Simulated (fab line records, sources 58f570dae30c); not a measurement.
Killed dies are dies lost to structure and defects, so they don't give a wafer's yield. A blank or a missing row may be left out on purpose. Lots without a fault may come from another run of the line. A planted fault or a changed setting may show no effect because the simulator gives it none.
fab line records | flow berkeley_cmos170
record lots=5 wafers=15 last_day=12
route steps=331 shown M2@277 V2@292 M3@309
lots that met no fault: from a run of the same line without faults
start_h: hours from the record's first day to the start of the lot's first wafer shown | wait_h: hours since the lot's step before | " the same as in the row above | L1.1+2: a row that stands for several wafers | - no value, or no start given | * or withheld: withheld | < > ~ a bound
route shown NAME@n: a module of which the file shows steps, and the number in the route of the first | usual: mean/standard deviation of fault-free wafers | same: alike in all rows | chamber/n: place in a boat | sites: the reading at each site | _std_site: their standard deviation | _edge_site: outer sites' mean less inner sites' | radius_mm: how far each site lies from the wafer's centre | mask NAME#n: copy n | behind: the tool/chamber that last shaped the wafer | hold: why the lot was held/for how many hours/how that ended | device: the transistor (n, p or np) that didn't switch | end of line: the same wafers' tests at the end of the route | a step without rows: its recipe alone | killed: dies lost to structure and defects at the first sort, not the wafer's yield | map: a wafer's dies, x killed, . not, _ none there
set.NAME: the setting as run; set.NAME@STEP: as run at that earlier step | model.NAME: the simulator's own value behind a step, which no gauge read
lots at some steps of the route; a table a step, a row a wafer
services: from which hour (start_h, from the record's first day; less than 0 if before it) a tool's chamber was out of use, for how many hours, and why
## steps
# step UCB170_M2_SOFTBAKE_06
# recipe resist=KrF temp_c=130 time_s=60
# columns lot.wafer tool chamber start_h wait_h
L074.1+4+6 litho_track-01 0 141.76 0.1
L079.4+5+6 litho_track-02 0 177.74 0.1
L085.1+2+4 litho_track-04 0 224.29 0.1
L089.3+4+6 litho_track-02 0 244.49 0.1
L095.2+3+4 litho_track-04 0 267.96 0.1
# step UCB170_M2_STRIP_07
# recipe chemistry=O2 power_w=400 pressure_mtorr=3500 platen_temp_c=withheld o2_flow_sccm=400 overash_fraction=0.5
# usual drypump_motor_current_A=5.7/0.66 oes_product_au=0.735/0.0041 strip_time_to_endpoint_s=21.97/0.053
# columns lot.wafer tool chamber start_h wait_h drypump_motor_current_A oes_product_au rf_hours_counter_h strip_time_to_endpoint_s
L074.1 plasma_asher-04 1 141.91 0.1 5.5 0.738 3 21.86
L074.4 " 0 " " 6.6 0.732 - 21.89
L074.6 " 0 " " 6.6 0.736 - 21.84
L079.4 plasma_asher-04 0 177.84 0.1 6.6 0.734 - 22.06
L079.5 " 1 " " 5.6 0.741 - 22.02
L079.6 " 0 " " 6.6 0.743 - 22.03
L085.1 plasma_asher-02 0 224.44 0.1 5.2 0.732 47 21.96
L085.2 " 1 " " 5.4 0.730 47 21.90
L085.4 " 0 " " 5.2 0.727 - 21.93
L089.3 plasma_asher-02 1 244.62 0.1 5.4 0.725 - 21.96
L089.4 " 0 " " 5.2 0.733 - 22.04
L089.6 " 1 " " 5.4 0.731 - 21.99
L095.2 plasma_asher-02 1 268.09 0.1 5.4 0.739 52 21.99
L095.3 " 0 " " 5.2 0.732 - 21.93
L095.4 " 1 " " 5.4 0.742 - 21.92
# step UCB170_M2_STRIP_08
# recipe chemistry=DMSO temp_c=80 time_s=600 material=KrF
# usual bath_guard_temp_C=80.0/0.44
# columns lot.wafer tool chamber start_h wait_h bath_guard_temp_C
L074.1 wet_bench-01 3 142.01 0.1 79.5
L074.4 " 3 " " 79.4
L074.6 " 3 " " 79.3
L079.4 wet_bench-04 2 178.41 0.5 80.6
L079.5 " 2 " " 80.5
L079.6 " 2 " " 80.8
L085.1 wet_bench-01 0 225.05 0.6 81.2
L085.2 " 0 " " 81.3
L085.4 " 0 " " 81.2
L089.3 wet_bench-04 3 244.69 0.0 80.4
L089.4 " 3 " " 80.1
L089.6 " 3 " " 79.9
L095.2 wet_bench-02 0 268.19 0.1 79.9
L095.3 " 0 " " 79.8
L095.4 " 0 " " 80.2
# step UCB170_M2_COAT_09
# recipe resist=BARC temp_c=withheld time_s=withheld spin_rpm=3000 resist_thk_nm=withheld
# columns lot.wafer tool chamber start_h wait_h
L074.1+4+6 litho_track-02 0 142.19 0.0
L079.4+5+6 litho_track-04 0 178.66 0.1
L085.1+2+4 litho_track-01 0 225.50 0.3
L089.3+4+6 litho_track-04 0 245.68 0.8
L095.2+3+4 litho_track-04 0 269.01 0.6
# step UCB170_M2_COAT_10
# recipe resist=KrF spin_rpm=1500 resist_thk_nm=900
# columns lot.wafer tool chamber start_h wait_h
L074.1+4+6 litho_track-02 0 - -
L079.4+5+6 litho_track-04 0 - -
L085.1+2+4 litho_track-01 0 - -
L089.3+4+6 litho_track-04 0 - -
L095.2+3+4 litho_track-04 0 - -
# step UCB170_M2_SOFTBAKE_11
# recipe resist=KrF temp_c=130 time_s=60
# columns lot.wafer tool chamber start_h wait_h
L074.1+4+6 litho_track-02 0 - -
L079.4+5+6 litho_track-04 0 - -
L085.1+2+4 litho_track-01 0 - -
L089.3+4+6 litho_track-04 0 - -
L095.2+3+4 litho_track-04 0 - -
# step UCB170_M2_EXPOSE_12
# recipe mask_id=METAL2 target_cd_nm=700 na=0.5 sigma_outer=0.6 source_shape=conventional dose_mj=26
# usual reticle_temp_C=23.00/0.096
# columns lot.wafer tool chamber start_h wait_h mask reticle_temp_C
L074.1 krf_scanner-02 0 142.64 - METAL2#0 23.05
L074.4 " 0 " " METAL2#0 22.98
L074.6 " 0 " " METAL2#0 23.05
L079.4 krf_scanner-01 0 179.09 - METAL2#0 23.00
L079.5 " 0 " " METAL2#0 23.09
L079.6 " 0 " " METAL2#0 23.12
L085.1 krf_scanner-02 0 226.07 - METAL2#0 23.09
L085.2 " 0 " " METAL2#0 23.18
L085.4 " 0 " " METAL2#0 23.01
L089.3 krf_scanner-02 0 246.35 - METAL2#0 22.86
L089.4 " 0 " " METAL2#0 23.09
L089.6 " 0 " " METAL2#0 22.87
L095.2 krf_scanner-01 0 269.60 - METAL2#0 23.00
L095.3 " 0 " " METAL2#0 22.94
L095.4 " 0 " " METAL2#0 23.01
# step UCB170_M2_PEB_13
# recipe peb_temp_c=130 peb_time_s=withheld resist=KrF
# columns lot.wafer tool chamber start_h wait_h
L074.1+4+6 litho_track-04 0 142.76 0.1
L079.4+5+6 litho_track-01 0 179.22 0.1
L085.1+2+4 litho_track-01 0 226.19 0.1
L089.3+4+6 litho_track-04 0 247.13 0.8
L095.2+3+4 litho_track-01 0 270.26 0.6
# step UCB170_M2_DEVELOP_14
# recipe developer=TMAH develop_time_s=45 resist=KrF dev_temp_c=21
# columns lot.wafer tool chamber start_h wait_h
L074.1+4+6 litho_track-04 0 - -
L079.4+5+6 litho_track-01 0 - -
L085.1+2+4 litho_track-01 0 - -
L089.3+4+6 litho_track-04 0 - -
L095.2+3+4 litho_track-01 0 - -
# step UCB170_M2_CD_MEAS_15
# recipe target_cd_nm=700
# usual cd_nm=700.3/1.5
# columns lot.wafer tool chamber start_h wait_h cd_nm
L074.1 cd_sem-01 - 143.03 - 697.7
L074.4 " - " " 697.5
L074.6 " - " " 697.7
L079.4 cd_sem-02 - 179.48 - 699.8
L079.5 " - " " 699.0
L079.6 " - " " 700.5
L085.1 cd_sem-02 - 226.56 - 699.2
L085.2 " - " " 700.3
L085.4 " - " " 700.2
L089.3 cd_sem-02 - 247.39 - 699.7
L089.4 " - " " 699.6
L089.6 " - " " 699.1
L095.2 cd_sem-01 - 270.53 - 701.1
L095.3 " - " " 701.8
L095.4 " - " " 702.0
# step UCB170_M2_OVL_MEAS_16
# usual M2_OVL=-2/4.5
# columns lot.wafer tool chamber start_h wait_h M2_OVL[nm]
L074.1 overlay-02 - 143.15 0.1 -8
L074.4 " - " " -8
L074.6 " - " " -14
L079.4 overlay-02 - 179.56 0.1 -2
L079.5 " - " " 1
L079.6 " - " " 5
L085.1 overlay-01 - 226.68 0.1 9
L085.2 " - " " 3
L085.4 " - " " 2
L089.3 overlay-02 - 247.48 0.1 -4
L089.4 " - " " -11
L089.6 " - " " -6
L095.2 overlay-01 - 270.63 0.1 2
L095.3 " - " " 6
L095.4 " - " " -4
# step UCB170_M2_ETCH_17
# recipe chemistry=N2/H2 target_depth_a=withheld overetch_a=withheld target=BARC time_s=withheld source_w=500 bias_w=100 pressure_mtorr=30 n2_flow_sccm=100 h2_flow_sccm=200
# usual drypump_motor_current_A=5.58/0.24 n2_flow_sccm=100.0/0.34 oes_product_au=0.994/0.015 throttle_valve_pct=13.32/0.2
# columns lot.wafer tool chamber start_h wait_h drypump_motor_current_A n2_flow_sccm oes_product_au throttle_valve_pct
L074.1 rie_diel-04 2 143.19 0.0 5.85 100.8 0.981 13.52
L074.4 " 1 " " 5.61 99.2 0.968 13.52
L074.6 " 3 " " 5.81 100.0 0.990 13.37
L079.4 rie_diel-04 1 179.58 0.0 5.61 100.0 0.970 13.53
L079.5 " 2 " " 5.86 99.9 0.983 13.54
L079.6 " 3 " " 5.80 100.3 0.986 13.39
L085.1 rie_diel-03 2 226.71 0.0 5.19 99.9 1.003 13.38
L085.2 " 3 " " 5.57 100.3 1.003 13.33
L085.4 " 0 " " 5.29 100.5 1.013 13.06
L089.3 rie_diel-02 3 247.51 0.0 5.81 100.0 0.980 12.94
L089.4 " 1 " " 5.63 99.9 1.004 13.46
L089.6 " 1 " " 5.64 100.2 0.999 13.47
L095.2 rie_diel-02 0 270.66 0.0 5.46 100.0 1.007 13.51
L095.3 " 2 " " 5.06 99.6 1.021 13.18
L095.4 " 1 " " 5.64 100.1 0.991 13.48
# step UCB170_M2_METAL_ETCH_18
# recipe chemistry=Cl2/BCl3 target=Al stop_on=SiO2 pressure_mtorr=12 target_depth_a=11700 over_etch_frac=0.3 time_s=188.5 icp_w=600 bias_w=120 Cl2_flow_sccm=90 bcl3_flow_sccm=45
# usual drypump_motor_current_A=5.7/0.31 oes_product_au=0.878/0.01 throttle_valve_pct=24.45/0.18
# columns lot.wafer tool chamber start_h wait_h drypump_motor_current_A oes_product_au rf_hours_counter_h throttle_valve_pct
L074.1 rie_metal-04 1 143.23 - 5.9 0.898 7 24.63
L074.4 " 1 " " 6.0 0.894 - 24.64
L074.6 " 0 " " 5.6 0.896 - 24.29
L079.4 rie_metal-04 1 179.68 - 5.9 0.886 - 24.65
L079.5 " 0 " " 5.6 0.879 - 24.29
L079.6 " 1 " " 5.9 0.876 - 24.64
L085.1 rie_metal-03 1 226.76 - 6.1 0.866 12 24.22
L085.2 " 0 " " 5.8 0.869 13 24.74
L085.4 " 0 " " 5.8 0.871 - 24.77
L089.3 rie_metal-02 0 247.61 - 5.5 0.887 - 24.31
L089.4 " 1 " " 5.2 0.890 - 24.47
L089.6 " 0 " " 5.5 0.886 - 24.30
L095.2 rie_metal-02 0 270.70 - 5.5 0.875 8 24.31
L095.3 " 1 " " 5.2 0.881 - 24.48
L095.4 " 0 " " 5.5 0.877 - 24.32
# step UCB170_M2_STRIP_19
# recipe chemistry=O2 power_w=400 pressure_mtorr=3500 platen_temp_c=withheld o2_flow_sccm=400 overash_fraction=0.5
# usual drypump_motor_current_A=5.7/0.63 oes_product_au=0.561/0.014
# columns lot.wafer tool chamber start_h wait_h drypump_motor_current_A oes_product_au rf_hours_counter_h
L074.1 plasma_asher-04 1 143.42 0.1 5.5 0.554 3
L074.4 " 0 " " 6.6 0.554 -
L074.6 " 0 " " 6.6 0.553 -
L079.4 plasma_asher-02 0 179.84 0.1 5.2 0.538 -
L079.5 " 0 " " 5.2 0.543 -
L079.6 " 1 " " 5.4 0.549 -
L085.1 plasma_asher-01 0 226.94 0.1 4.9 0.559 54
L085.2 " 1 " " 6.6 0.566 54
L085.4 " 0 " " 4.9 0.566 -
L089.3 plasma_asher-02 0 247.77 0.1 5.2 0.584 -
L089.4 " 1 " " 5.4 0.556 -
L089.6 " 1 " " 5.4 0.564 -
L095.2 plasma_asher-02 1 270.89 0.1 5.4 0.589 53
L095.3 " 0 " " 5.2 0.561 -
L095.4 " 1 " " 5.4 0.588 -
# step UCB170_M2_CD_MEAS_90
# recipe target_cd_nm=700
# usual cd_nm=701.0/2.5
# columns lot.wafer tool chamber start_h wait_h cd_nm
L074.1 cd_sem-02 - 143.52 0.1 698.5
L074.4 " - " " 700.5
L074.6 " - " " 696.0
L079.4 cd_sem-01 - 179.97 0.1 701.0
L079.5 " - " " 698.2
L079.6 " - " " 701.2
L085.1 cd_sem-02 - 227.04 0.1 699.5
L085.2 " - " " 706.1
L085.4 " - " " 704.7
L089.3 cd_sem-01 - 247.88 0.1 700.9
L089.4 " - " " 699.2
L089.6 " - " " 701.1
L095.2 cd_sem-01 - 271.01 0.1 703.3
L095.3 " - " " 699.5
L095.4 " - " " 704.5
# step UCB170_V2_CVD_00
# recipe material=SiO2 target_thk_nm=2000 temp_c=390 precursor=TEOS/O2 time_s=250 rf_w=550 pressure_mtorr=9000
# usual heater_power_w=238/54 susceptor_temp_C=389.99/0.22
# columns lot.wafer tool chamber start_h wait_h heater_power_w susceptor_temp_C
L074.1 pecvd-01 1 143.64 0.1 182 390.00
L074.4 " 2 " " 170 389.23
L074.6 " 1 " " 236 389.63
L079.4 pecvd-02 2 180.11 0.1 274 389.86
L079.5 " 0 " " 224 390.05
L079.6 " 1 " " 250 389.93
L085.1 pecvd-02 1 227.16 0.1 233 389.91
L085.2 " 2 " " 370 390.17
L085.4 " 1 " " 171 390.07
L089.3 pecvd-04 1 247.96 0.1 223 390.04
L089.4 " 1 " " 176 389.93
L089.6 " 2 " " 259 389.74
L095.2 pecvd-02 2 271.11 0.1 353 390.21
L095.3 " 1 " " 228 390.37
L095.4 " 1 " " 173 390.05
# step UCB170_V2_THK_MEAS_01
# recipe reads=SiO2_of_V2_CVD_00
# usual V2_TEOS_THK=1988/23
# columns lot.wafer tool chamber start_h wait_h V2_TEOS_THK[nm]
L074.1 film_metro-03 - 143.79 0.1 1973
L074.4 " - " " 1977
L074.6 " - " " 2002
L079.4 film_metro-03 - 180.21 0.0 1995
L079.5 " - " " 2024
L079.6 " - " " 1996
L085.1 film_metro-02 - 227.32 0.1 1967
L085.2 " - " " 1985
L085.4 " - " " 2020
L089.3 film_metro-03 - 248.13 0.1 1984
L089.4 " - " " 2027
L089.6 " - " " 1990
L095.2 film_metro-03 - 271.28 0.1 1968
L095.3 " - " " 1990
L095.4 " - " " 2005
# step UCB170_V2_CMP_02
# recipe material=SiO2 down_force_psi=6 platen_rpm=60 pad_velocity_m_s=0.75398
# usual edge_zone_pressure_frac=1.000/0.0054 motor_current_A=17.4/1.4
# columns lot.wafer tool chamber start_h wait_h edge_zone_pressure_frac motor_current_A
L074.4 cmp-01 0 143.85 0.0 0.987 18.4
L074.1 " 3 " " 1.006 14.9
L074.6 " 1 " " 1.004 19.1
L079.4 cmp-01 3 180.29 0.1 1.008 15.2
L079.6 " 2 " " 0.994 17.1
L079.5 " 3 " " 1.008 14.1
L085.4 cmp-02 0 227.38 0.0 1.011 18.9
L085.2 " 1 " " 1.004 16.8
L085.1 " 3 " " 0.991 19.6
L089.4 cmp-01 3 248.17 0.0 1.008 15.2
L089.3 " 0 " " 0.992 17.1
L089.6 " 0 " " 0.999 18.2
L095.3 cmp-02 0 271.38 0.1 0.997 19.3
L095.2 " 1 " " 0.996 16.5
L095.4 " 2 " " 1.000 17.4
# step UCB170_V2_BOW_MEAS_03
# recipe mode=bow
# usual V2_BOW=38/7.1
# columns lot.wafer tool chamber start_h wait_h V2_BOW[um]
L074.1 film_metro-02 - 144.15 0.1 39
L074.4 " - " " 35
L074.6 " - " " 36
L079.4 film_metro-02 - 180.60 0.3 27
L079.5 " - " " 40
L079.6 " - " " 32
L085.1 film_metro-03 - 227.68 0.1 33
L085.2 " - " " 39
L085.4 " - " " 39
L089.3 film_metro-03 - 248.51 0.2 35
L089.4 " - " " 40
L089.6 " - " " 58
L095.2 film_metro-02 - 271.65 0.2 33
L095.3 " - " " 48
L095.4 " - " " 34
# step UCB170_V2_THK_MEAS_04
# recipe reads=SiO2_of_V2_CVD_00
# usual V2_POLISHED_THK=999.6/1.1
# columns lot.wafer tool chamber start_h wait_h V2_POLISHED_THK[nm]
L074.1 film_metro-02 - 144.27 0.1 999.4
L074.4 " - " " 1000.0
L074.6 " - " " 1001.2
L079.4 film_metro-02 - 180.69 0.1 1001.6
L079.5 " - " " 999.1
L079.6 " - " " 1000.0
L085.1 film_metro-03 - 227.80 0.1 1001.2
L085.2 " - " " 1000.4
L085.4 " - " " 999.3
L089.3 film_metro-03 - 248.61 0.1 999.2
L089.4 " - " " 999.0
L089.6 " - " " 997.4
L095.2 film_metro-02 - 271.76 0.1 998.5
L095.3 " - " " 998.5
L095.4 " - " " 997.4
# step UCB170_V2_CLEAN_05
# recipe chemistry=DIW
# columns lot.wafer tool chamber start_h wait_h
L074.1+4+6 wet_bench-02 1 144.33 0.1
L079.4+5+6 wet_bench-03 0 180.72 0.0
L085.1+2+4 wet_bench-04 1 227.86 0.1
L089.3+4+6 wet_bench-04 0 248.67 0.0
L095.2+3+4 wet_bench-02 3 272.04 0.3
# step UCB170_V2_HMDS_06
# recipe prime_time_s=60 prime_temp_c=100
# usual prime_temp_c=99.96/0.13
# columns lot.wafer tool chamber start_h wait_h prime_temp_c
L074.1 litho_track-01 0 144.51 0.0 100.19
L074.4 " 0 " " 99.99
L074.6 " 0 " " 99.76
L079.4 litho_track-01 0 181.04 0.1 100.03
L079.5 " 0 " " 99.99
L079.6 " 0 " " 100.19
L085.1 litho_track-01 0 228.05 0.0 99.87
L085.2 " 0 " " 99.90
L085.4 " 0 " " 100.02
L089.3 litho_track-04 0 249.20 0.4 99.91
L089.4 " 0 " " 100.07
L089.6 " 0 " " 100.00
L095.2 litho_track-01 0 272.81 0.6 99.89
L095.3 " 0 " " 99.88
L095.4 " 0 " " 100.04
# step UCB170_V2_COAT_07
# recipe resist=KrF spin_rpm=1500 resist_thk_nm=900
# columns lot.wafer tool chamber start_h wait_h
L074.1+4+6 litho_track-01 0 144.66 0.1
L079.4+5+6 litho_track-01 0 181.19 0.1
L085.1+2+4 litho_track-01 0 228.20 0.1
L089.3+4+6 litho_track-04 0 249.35 0.1
L095.2+3+4 litho_track-01 0 272.96 0.1
# step UCB170_V2_SOFTBAKE_08
# recipe resist=KrF temp_c=130 time_s=60
# columns lot.wafer tool chamber start_h wait_h
L074.1+4+6 litho_track-01 0 144.81 0.1
L079.4+5+6 litho_track-01 0 181.34 0.1
L085.1+2+4 litho_track-01 0 228.35 0.1
L089.3+4+6 litho_track-04 0 249.50 0.1
L095.2+3+4 litho_track-01 0 273.11 0.1
# step UCB170_V2_EXPOSE_09
# recipe mask_id=VIA2 target_cd_nm=700 na=0.5 sigma_outer=0.6 source_shape=conventional dose_mj=37
# usual reticle_temp_C=23.00/0.11
# columns lot.wafer tool chamber start_h wait_h mask reticle_temp_C
L074.1 krf_scanner-02 0 144.96 0.1 VIA2#0 23.13
L074.4 " 0 " " VIA2#0 23.06
L074.6 " 0 " " VIA2#0 23.11
L079.4 krf_scanner-02 0 181.60 0.2 VIA2#0 23.05
L079.5 " 0 " " VIA2#0 23.17
L079.6 " 0 " " VIA2#0 23.05
L085.1 krf_scanner-02 0 228.71 0.3 VIA2#0 23.00
L085.2 " 0 " " VIA2#0 23.06
L085.4 " 0 " " VIA2#0 22.90
L089.3 krf_scanner-01 0 249.98 0.5 VIA2#0 22.92
L089.4 " 0 " " VIA2#0 22.92
L089.6 " 0 " " VIA2#0 23.00
L095.2 krf_scanner-01 0 273.42 0.3 VIA2#0 23.08
L095.3 " 0 " " VIA2#0 23.02
L095.4 " 0 " " VIA2#0 23.01
# step UCB170_V2_PEB_10
# recipe peb_temp_c=130 peb_time_s=withheld resist=KrF
# columns lot.wafer tool chamber start_h wait_h
L074.1+4+6 litho_track-04 0 145.07 0.1
L079.4+5+6 litho_track-04 0 181.73 0.1
L085.1+2+4 litho_track-01 0 228.82 0.1
L089.3+4+6 litho_track-03 0 250.52 0.5
L095.2+3+4 litho_track-01 0 273.81 0.4
# step UCB170_V2_DEVELOP_11
# recipe developer=TMAH develop_time_s=45 resist=KrF dev_temp_c=21
# columns lot.wafer tool chamber start_h wait_h
L074.1+4+6 litho_track-04 0 - -
L079.4+5+6 litho_track-04 0 - -
L085.1+2+4 litho_track-01 0 - -
L089.3+4+6 litho_track-03 0 - -
L095.2+3+4 litho_track-01 0 - -
# step UCB170_V2_CD_MEAS_12
# recipe target_cd_nm=700
# usual cd_nm=699.5/1.4
# columns lot.wafer tool chamber start_h wait_h cd_nm
L074.1 cd_sem-02 - 145.35 - 696.8
L074.4 " - " " 699.1
L074.6 " - " " 698.6
L079.4 cd_sem-02 - 181.99 - 699.6
L079.5 " - " " 699.3
L079.6 " - " " 700.0
L085.1 cd_sem-02 - 229.10 - 700.2
L085.2 " - " " 699.9
L085.4 " - " " 699.0
L089.3 cd_sem-02 - 250.79 - 696.0
L089.4 " - " " 697.0
L089.6 " - " " 697.1
L095.2 cd_sem-01 - 274.08 - 700.2
L095.3 " - " " 699.6
L095.4 " - " " 699.1
# step UCB170_V2_OVL_MEAS_13
# usual V2_OVL=7/5
# columns lot.wafer tool chamber start_h wait_h V2_OVL[nm]
L074.1 overlay-01 - 145.47 0.1 5
L074.4 " - " " 6
L074.6 " - " " 0
L079.4 overlay-02 - 182.07 0.1 7
L079.5 " - " " 3
L079.6 " - " " 2
L085.1 overlay-01 - 229.22 0.1 0
L085.2 " - " " 12
L085.4 " - " " 10
L089.3 overlay-02 - 250.88 0.1 10
L089.4 " - " " 14
L089.6 " - " " 14
L095.2 overlay-02 - 274.18 0.1 3
L095.3 " - " " 16
L095.4 " - " " 11
# step UCB170_V2_ETCH_14
# recipe chemistry=CHF3/CF4/Ar target=SiO2 stop_on=Al CHF3_flow_sccm=45 cf4_flow_sccm=15 Ar_flow_sccm=150 pressure_mtorr=200 rf_w=700 target_depth_a=12500 over_etch_frac=0.25 time_s=291
# usual drypump_motor_current_A=5.7/0.49 oes_product_au=0.874/0.014 throttle_valve_pct=6.98/0.15
# columns lot.wafer tool chamber start_h wait_h drypump_motor_current_A oes_product_au rf_hours_counter_h throttle_valve_pct
L074.1 rie_diel-02 2 145.51 0.0 5.1 0.872 64 6.89
L074.4 " 3 " " 5.8 0.872 9 6.74
L074.6 " 1 " " 5.6 0.880 - 7.04
L079.4 rie_diel-01 1 182.08 0.0 4.9 0.903 21 6.78
L079.5 " 3 " " 6.6 0.875 - 7.17
L079.6 " 0 " " 6.8 0.850 - 6.75
L085.1 rie_diel-02 2 229.26 0.0 5.1 0.882 68 6.89
L085.2 " 3 " " 5.8 0.866 12 6.75
L085.4 " 1 " " 5.6 0.878 8 7.03
L089.3 rie_diel-04 1 250.91 0.0 5.6 0.859 138 7.16
L089.4 " 0 " " 5.6 0.869 23 6.98
L089.6 " 2 " " 5.9 0.853 - 7.07
L095.2 rie_diel-01 2 274.21 0.0 5.7 0.869 14 7.12
L095.3 " 3 " " 6.6 0.873 47 7.18
L095.4 " 0 " " 6.8 0.858 13 6.75
# step UCB170_V2_STRIP_15
# recipe chemistry=O2 power_w=400 pressure_mtorr=3500 platen_temp_c=withheld o2_flow_sccm=400 overash_fraction=0.5
# usual drypump_motor_current_A=5.8/0.6 oes_product_au=0.722/0.0045 strip_time_to_endpoint_s=15.34/0.1
# columns lot.wafer tool chamber start_h wait_h drypump_motor_current_A oes_product_au rf_hours_counter_h strip_time_to_endpoint_s
L074.1 plasma_asher-03 1 145.68 0.1 6.0 0.725 39 15.27
L074.4 " 0 " " 6.3 0.720 - 15.30
L074.6 " 1 " " 6.0 0.722 - 15.36
L079.4 plasma_asher-01 1 182.30 0.1 6.6 0.729 - 15.36
L079.5 " 1 " " 6.6 0.720 - 15.30
L079.6 " 0 " " 5.0 0.719 - 15.42
L085.1 plasma_asher-03 1 229.43 0.1 6.0 0.721 46 15.34
L085.2 " 0 " " 6.3 0.718 46 15.39
L085.4 " 0 " " 6.2 0.726 - 15.35
L089.3 plasma_asher-03 0 251.12 0.1 6.2 0.722 - 15.33
L089.4 " 1 " " 6.0 0.723 - 15.21
L089.6 " 0 " " 6.2 0.720 - 15.15
L095.2 plasma_asher-02 0 274.39 0.1 5.2 0.716 53 15.29
L095.3 " 0 " " 5.2 0.718 - 15.42
L095.4 " 1 " " 5.4 0.720 - 15.44
# step UCB170_V2_CD_MEAS_90
# recipe target_cd_nm=700
# usual cd_nm=699.4/1.3
# columns lot.wafer tool chamber start_h wait_h cd_nm
L074.1 cd_sem-02 - 145.78 0.1 696.8
L074.4 " - " " 698.4
L074.6 " - " " 699.2
L079.4 cd_sem-02 - 182.42 0.1 700.3
L079.5 " - " " 700.0
L079.6 " - " " 700.8
L085.1 cd_sem-02 - 229.53 0.1 701.3
L085.2 " - " " 698.9
L085.4 " - " " 698.5
L089.3 cd_sem-01 - 251.22 0.1 696.3
L089.4 " - " " 698.0
L089.6 " - " " 696.8
L095.2 cd_sem-02 - 274.51 0.1 699.7
L095.3 " - " " 699.7
L095.4 " - " " 699.1
# step UCB170_M3_PRE_CLEAN_00
# recipe gas=Ar preclean_etch_time_s=60
# columns lot.wafer tool chamber start_h wait_h
L074.1+4+6 pvd_sputter-02 - 145.90 0.1
L079.4+5+6 pvd_sputter-04 - 182.48 0.0
L085.1+2+4 pvd_sputter-02 - 229.65 0.1
L089.3+4+6 pvd_sputter-04 - 251.30 0.1
L095.2+3+4 pvd_sputter-01 - 274.61 0.1
# step UCB170_M3_SPUTTER_01
# recipe material=Al target_thk_nm=900 time_s=120 power_w=6125 chamber_pressure_pa=0.5
# usual throttle_valve_pct=30.2/1.4
# columns lot.wafer tool chamber start_h wait_h throttle_valve_pct
L074.1 pvd_sputter-02 - 145.97 0.0 30.4
L074.4 " - " " 28.7
L074.6 " - " " 28.4
L079.4 pvd_sputter-04 - 182.55 0.0 28.7
L079.5 " - " " 30.8
L079.6 " - " " 31.7
L085.1 pvd_sputter-02 - 229.72 0.0 32.2
L085.2 " - " " 30.8
L085.4 " - " " 29.5
L089.3 pvd_sputter-04 - 251.37 0.0 30.6
L089.4 " - " " 31.4
L089.6 " - " " 28.0
L095.2 pvd_sputter-01 - 274.68 0.0 30.5
L095.3 " - " " 29.7
L095.4 " - " " 31.8
# step UCB170_M3_RS_MEAS_02
# recipe thk_meas_gauge=four-point-probe reads=Al_of_M3_SPUTTER_01
# usual M3_AL_RS=0.0315/0.00028
# columns lot.wafer tool chamber start_h wait_h M3_AL_RS[ohm/sq]
L074.1 film_metro-01 - 146.05 0.0 0.0316
L074.4 " - " " 0.03201
L074.6 " - " " 0.03157
L079.4 film_metro-04 - 182.69 0.1 0.03158
L079.5 " - " " 0.03146
L079.6 " - " " 0.03134
L085.1 film_metro-04 - 229.80 0.0 0.03206
L085.2 " - " " 0.03195
L085.4 " - " " 0.03199
L089.3 film_metro-04 - 251.49 0.1 0.03142
L089.4 " - " " 0.03148
L089.6 " - " " 0.03161
L095.2 film_metro-01 - 274.78 0.1 0.03127
L095.3 " - " " 0.03121
L095.4 " - " " 0.03114
# step UCB170_M3_THK_MEAS_03
# recipe thk_meas_gauge=xrf reads=Al_of_M3_SPUTTER_01
# usual M3_AL_THK=929/7.6
# columns lot.wafer tool chamber start_h wait_h M3_AL_THK[nm]
L074.1 film_metro-01 - 146.17 0.1 921
L074.4 " - " " 908
L074.6 " - " " 924
L079.4 film_metro-04 - 182.78 0.1 932
L079.5 " - " " 934
L079.6 " - " " 930
L085.1 film_metro-04 - 229.92 0.1 911
L085.2 " - " " 922
L085.4 " - " " 915
L089.3 film_metro-04 - 251.59 0.1 930
L089.4 " - " " 935
L089.6 " - " " 924
L095.2 film_metro-01 - 274.89 0.1 931
L095.3 " - " " 929
L095.4 " - " " 934
# step UCB170_M3_HMDS_04
# recipe prime_time_s=60 prime_temp_c=100
# usual prime_temp_c=100.03/0.11
# columns lot.wafer tool chamber start_h wait_h prime_temp_c
L074.1 litho_track-04 0 146.32 0.1 99.96
L074.4 " 0 " " 99.92
L074.6 " 0 " " 99.88
L079.4 litho_track-03 0 182.89 0.1 100.01
L079.5 " 0 " " 99.91
L079.6 " 0 " " 99.98
L085.1 litho_track-02 0 229.98 0.1 99.82
L085.2 " 0 " " 99.94
L085.4 " 0 " " 100.12
L089.3 litho_track-03 0 251.97 0.4 99.97
L089.4 " 0 " " 100.05
L089.6 " 0 " " 99.96
L095.2 litho_track-03 0 275.08 0.2 100.02
L095.3 " 0 " " 99.94
L095.4 " 0 " " 100.01
# step UCB170_M3_COAT_05
# recipe resist=KrF spin_rpm=1500 resist_thk_nm=900
# columns lot.wafer tool chamber start_h wait_h
L074.1+4+6 litho_track-04 0 146.47 0.1
L079.4+5+6 litho_track-03 0 183.04 0.1
L085.1+2+4 litho_track-02 0 230.13 0.1
L089.3+4+6 litho_track-03 0 252.12 0.1
L095.2+3+4 litho_track-03 0 275.23 0.1
# step UCB170_M3_SOFTBAKE_06
# recipe resist=KrF temp_c=130 time_s=60
# columns lot.wafer tool chamber start_h wait_h
L074.1+4+6 litho_track-04 0 146.62 0.1
L079.4+5+6 litho_track-03 0 183.19 0.1
L085.1+2+4 litho_track-02 0 230.28 0.1
L089.3+4+6 litho_track-03 0 252.27 0.1
L095.2+3+4 litho_track-03 0 275.38 0.1
## services
# columns tool chamber start_h hours kind
cmp-01 - 124.08 1.5 repair
pvd_sputter-04 - 126.02 3.3 repair
plasma_asher-02 - 150.46 2.8 pm
rie_diel-02 3 154.08 1.4 repair
pvd_sputter-04 - 155.33 3.3 repair
krf_scanner-01 - 158.27 1.0 pm
krf_scanner-01 - 159.27 1.3 pm
pvd_sputter-04 - 160.83 3.2 repair
krf_scanner-02 - 175.88 4.0 pm
rie_diel-02 2 178.29 4.7 repair
krf_scanner-02 - 208.10 2.6 repair
krf_scanner-02 - 210.73 1.0 pm
krf_scanner-01 - 214.60 0.8 pm
rie_diel-02 3 216.03 5.9 repair
pvd_sputter-02 - 220.33 9.2 repair
krf_scanner-02 - 230.31 3.6 repair
krf_scanner-02 - 235.61 1.9 repair
krf_scanner-01 - 238.18 3.6 pm
krf_scanner-02 - 241.11 0.1 repair
krf_scanner-02 - 244.23 1.3 pm
rie_diel-02 - 247.88 0.2 repair
rie_diel-02 2 252.60 14.7 repair
krf_scanner-02 - 269.03 0.8 pm
krf_scanner-02 - 273.04 0.6 repair
## key
fault none
